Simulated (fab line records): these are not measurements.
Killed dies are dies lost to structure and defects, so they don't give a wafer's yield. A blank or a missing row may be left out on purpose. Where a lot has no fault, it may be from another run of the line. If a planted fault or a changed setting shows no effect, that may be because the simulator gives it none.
Code-filled problem report in 8D (eight disciplines) form | flow berkeley-cmos170 | the parts of the form that need people (team, actions taken, sign-off) are left out

== 1. THE ISSUE ==
At UCB170_V1_CD_MEAS_12, cd-nm averages 643.4 nm over 6 wafers from 2 lots, while fault-free wafers read 700.4 nm, standard deviation 1.7. That is -34 standard deviations from the usual mean.
The step: target cd 700 nm.
Seen first at day 10 19:09 on cd-sem-01, wafer L793.3. The record holds 36 wafers of 12 lots with a number at this step. By rule, "out" or "out of limits" means more than 4 standard deviations away from the usual mean. Any other wafer with a number is counted as sound.

== 2. WHAT IT IS; WHAT IT IS NOT ==
question                    | is                     | is not
which readings at this step | cd-nm                  | -
which lots                  | L792, L793             | L777, L778, L779, L780, L781, L782, L783, L786, L795, L797
which wafers of those lots  | all that have a number | -
read on which gauges        | cd-sem-01, cd-sem-02   | -
when                        | from day 10 19:09      | up to then (24 sound wafers); but 6 sound wafers of L795, L797 came after

== 3. THE SUSPECTS, EACH WITH WHAT RULES IT OUT ==
Counting: a tool stays on the suspect list if, at a process step up to the reading, it processed all lots that are out and no sound lot following the first of them.
- the gauge at UCB170_V1_CD_MEAS_12 is ruled out. Those wafers that are out were read across 2 gauges (cd-sem-01, cd-sem-02).
- litho-track-04 at UCB170_V1_PEB_10: kept. All lots that are out passed through it, beginning with L793 at day 10 18:53, and no sound lot followed; its final sound lot before that point was L783 at day 8 16:29. Its own readings are out on those wafers: heater-power-total-W, plate-temp-C.
After counting, what remains is litho-track-04 at UCB170_V1_PEB_10.

== 4. THE CAUSE (what the simulator had put in) ==
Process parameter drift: litho-track-04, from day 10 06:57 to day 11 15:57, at UCB170_V1_PEB_10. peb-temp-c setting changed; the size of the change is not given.
This tool alone remained once counting was done.

== 5. THE CHAIN OF EFFECTS, in route order ==
Rows list readings where the struck wafers' mean (over those with a number) sits beyond 3 standard deviations from the usual. Only readings whose record carries a usual standard deviation are examined. hours: median over the lots of the time between each lot's start at the first step of this table that gives one and its start at this step. sigmas: the change, counted in usual standard deviations.
hours | step                 | reading              | usual    | on struck wafers | change | sigmas
0     | UCB170_V1_PEB_10     | heater-power-total-W | 56.81 W  | 53.06            | -3.75  | -80
0     | UCB170_V1_PEB_10     | plate-temp-C         | 129.97 C | 123.47           | -6.50  | -46
0     | UCB170_V1_CD_MEAS_12 | cd-nm                | 700.4 nm | 643.4            | -57.0  | -34
The process steps in it:
- UCB170_V1_PEB_10

== 6. WHAT WOULD HAVE CAUGHT IT SOONER ==
The first out-of-limits reading at a measuring or inspecting step in this record came at day 10 19:09, 12 hours after the fault's start at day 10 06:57.
At UCB170_V1_PEB_10, the tool's own readings (heater-power-total-W, plate-temp-C) were out on each struck wafer the step has a row for, so an alarm limit on them would have fired on the first such wafer.
By day 10 19:09 the whole set of lots that are out, 2 in number, had already begun UCB170_V1_PEB_10 on litho-track-04. None of them would have been spared by holding the tool at that moment.
